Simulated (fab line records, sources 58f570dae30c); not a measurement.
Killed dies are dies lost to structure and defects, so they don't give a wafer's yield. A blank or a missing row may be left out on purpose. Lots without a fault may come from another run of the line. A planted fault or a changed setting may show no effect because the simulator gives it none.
One fault seen from 2 desks | flow berkeley_cmos170 | each desk has only its own numbers; what lay behind them comes last

THE TOOL OWNER'S DESK: krf_scanner-01
The tool's own readings at UCB170_PLDD_EXPOSE_03 (exposes mask PSELECT, target cd 1200 nm): means of the sampled wafers that have a number, for each lot that ran on this tool. A lot is out of limits, marked OUT, if its mean lies more than 4 standard deviations from the usual mean; the brackets give that distance.
Columns: A = exposure_dose_mJ_cm2 at UCB170_PLDD_EXPOSE_03, usual 29.99; B = focus_offset_nm at UCB170_PLDD_EXPOSE_03, usual 0.1 nm
lot  | first seen here | A     | B
L958 | day 8 09:35     | 30.02 | 0.4
L965 | day 9 11:13     | 30.04 | 0.2
L966 | day 9 19:06     | 29.98 | 0.1
L968 | day 9 20:20     | 30.00 | 0.1
L970 | day 10 11:15    | 30.03 | -0.1
L976 | day 11 05:20    | 29.99 | -0.2
L977 | day 12 04:26    | 29.96 | 0.3
L978 | day 12 10:09    | 29.98 | 0.6
This desk's finding: nothing out of limits on any of the 8 lots.

THE METROLOGY DESK
What the gauges read, lot by lot, whatever tool the lot ran on: means of the sampled wafers that have a number. A lot is out of limits, marked OUT, if its mean lies more than 4 standard deviations from the usual mean; the brackets give that distance.
Columns: A = PVT_OVL at UCB170_PVT_OVL_MEAS_06, usual -1 nm; B = FIELD_OXIDE_LEFT_2_THK at UCB170_FIELD_THK_MEAS_91, usual 358 nm; C = cd_nm at UCB170_NLDD_CD_MEAS_06, usual 1200.1 nm
lot  | first seen here | A   | B   | C
L957 | day 7 15:04     | -0  | 364 | 1198.8
L958 | day 7 15:14     | 7   | 359 | 1200.0
L960 | day 7 15:20     | -4  | 355 | 1200.5
L959 | day 7 15:30     | -3  | 365 | 1201.2
L962 | day 7 15:37     | 5   | 366 | 1200.8
L965 | day 8 14:01     | -4  | 370 | 1200.1
L966 | day 9 05:16     | -7  | 356 | 1200.4
L964 | day 9 05:26     | 0   | 367 | 1200.4
L967 | day 9 05:32     | 2   | 355 | 1200.6
L968 | day 9 05:50     | -11 | 364 | 1200.7
L970 | day 9 15:17     | -3  | 351 | 1199.2
L976 | day 10 11:46    | -0  | 348 | 1201.1
L977 | day 11 04:46    | 5   | 347 | 1200.6
L978 | day 11 19:44    | -4  | 340 | 1197.0
This desk's finding: nothing out of limits on any of the 14 lots.

PUT TOGETHER
The tool owner's desk saw nothing out of limits.
The metrology desk saw nothing out of limits.

WHAT THE SIMULATOR HAD PUT IN
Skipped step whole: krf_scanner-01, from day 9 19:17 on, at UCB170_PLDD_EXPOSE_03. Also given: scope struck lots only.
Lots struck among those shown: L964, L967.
